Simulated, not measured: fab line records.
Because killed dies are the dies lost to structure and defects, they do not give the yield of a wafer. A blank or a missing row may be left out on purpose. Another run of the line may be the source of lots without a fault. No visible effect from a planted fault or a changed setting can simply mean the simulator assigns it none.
Which tool is to blame? | flow berkeley cmos170 | Sampling: 14 lots, 42 wafers, 3 of 331 route steps

WHAT EACH GAUGE READ, for each wafer
UCB170_NVT_OVL_MEAS_06.
lot  | measured     | on         | NVT_OVL (nm)
L313 | day 6 03:34  | overlay-02 | -5 -9 -6
L316 | day 6 21:40  | overlay-01 | 9 5 7
L317 | day 6 21:50  | overlay-01 | -1 -1 2
L315 | day 6 22:15  | overlay-01 | -10 -7 0
L319 | day 7 10:54  | overlay-02 | -2 -1 -10
L318 | day 7 11:15  | overlay-01 | 4 0 3
L321 | day 7 22:25  | overlay-02 | -5 -2 -1
L322 | day 8 11:08  | overlay-02 | 2 5 3
L325 | day 8 15:50  | overlay-01 | 2 -7 -5
L329 | day 9 15:31  | overlay-01 | -1 -1 1
L330 | day 9 21:29  | overlay-02 | 2 0 4
L331 | day 9 22:05  | overlay-02 | -3 0 -11
L333 | day 10 12:38 | overlay-01 | -1 -2 -8
L336 | day 10 23:47 | overlay-02 | -7 -10 -11

UCB170_PVT_OVL_MEAS_06.
lot  | measured     | on         | PVT_OVL (nm)
L313 | day 6 06:54  | overlay-02 | -1 7 -1
L316 | day 6 23:22  | overlay-02 | -3 0 -3
L317 | day 6 23:38  | overlay-02 | -4 -1 -1
L315 | day 7 00:26  | overlay-02 | -1 -4 -2
L319 | day 7 13:09  | overlay-02 | 6 4 1
L318 | day 7 13:29  | overlay-02 | 5 9 3
L321 | day 8 01:40  | overlay-02 | 3 4 8
L322 | day 8 13:17  | overlay-02 | 7 3 8
L325 | day 8 20:06  | overlay-02 | -1 -2 -2
L329 | day 9 18:58  | overlay-02 | -7 -4 -6
L330 | day 9 23:23  | overlay-02 | 9 5 8
L331 | day 10 00:06 | overlay-01 | -11 -11 -10
L333 | day 10 14:35 | overlay-02 | -4 -4 4
L336 | day 11 03:52 | overlay-02 | -1 0 2

UCB170_PLDD_TW_MEAS_11.
lot  | measured     | on            | PLDD_TW
L313 | day 7 01:16  | film metro-03 | 1013 1014 1011
L316 | day 7 15:27  | film metro-02 | 1010 1014 1010
L317 | day 7 15:10  | film metro-03 | 1015 1010 1015
L315 | day 7 15:59  | film metro-01 | 1007 1008 1007
L319 | day 8 05:41  | film metro-01 | 1011 1010 1011
L318 | day 8 06:04  | film metro-01 | 1011 1011 1009
L321 | day 8 18:11  | film metro-02 | 1011 1008 1015
L322 | day 9 08:27  | film metro-02 | 1018 1016 1019
L325 | day 9 23:14  | film metro-02 | 1018 1014 1010
L329 | day 10 08:27 | film metro-01 | 1012 1013 1012
L330 | day 10 15:02 | film metro-01 | 1005 1011 1004
L331 | day 10 15:27 | film metro-01 | 1009 1013 1014
L333 | day 11 03:58 | film metro-01 | 1014 1011 1012
L336 | day 11 18:46 | film metro-01 | 1016 1012 1013

TOOL THAT RAN EACH LOT (tool first, then ch and the chambers of the sampled wafers, then the start)
No process step before these readings appears in the record.

AS READ BY THE TOOLS THEMSELVES (means over the sampled wafers that have a number; for cases with no such wafer, the mark the record gives instead)
The record holds no such reading with a usual standard deviation.

THE ANSWER, worked out from the rows above alone
Rule: usual is defined by the lots themselves. Put in order of their means at a reading, lots are off if they are a third of the lots or fewer, leave a main group of 4 or more, and stand apart from it by a gap of 3 or more times the standard deviation of the main group's means; of several such gaps the widest counts. The tables above print the reading to a certain number of digits; a main group whose means all agree to those digits is not used. Also off: a lot with no number at a reading for which 4 or more lots have one. All remaining lots with rows at the step are treated as sound. First the gauges in route order, then the tools' own readings, where a lot's mean is used as printed above. The first step at which some lot is off is used, and at that step the reading that is off furthest; a lot without a number counts as furthest.
Nothing can be told from this: no lot is off at any reading shown.

WHAT THE SIMULATOR HAD PUT IN
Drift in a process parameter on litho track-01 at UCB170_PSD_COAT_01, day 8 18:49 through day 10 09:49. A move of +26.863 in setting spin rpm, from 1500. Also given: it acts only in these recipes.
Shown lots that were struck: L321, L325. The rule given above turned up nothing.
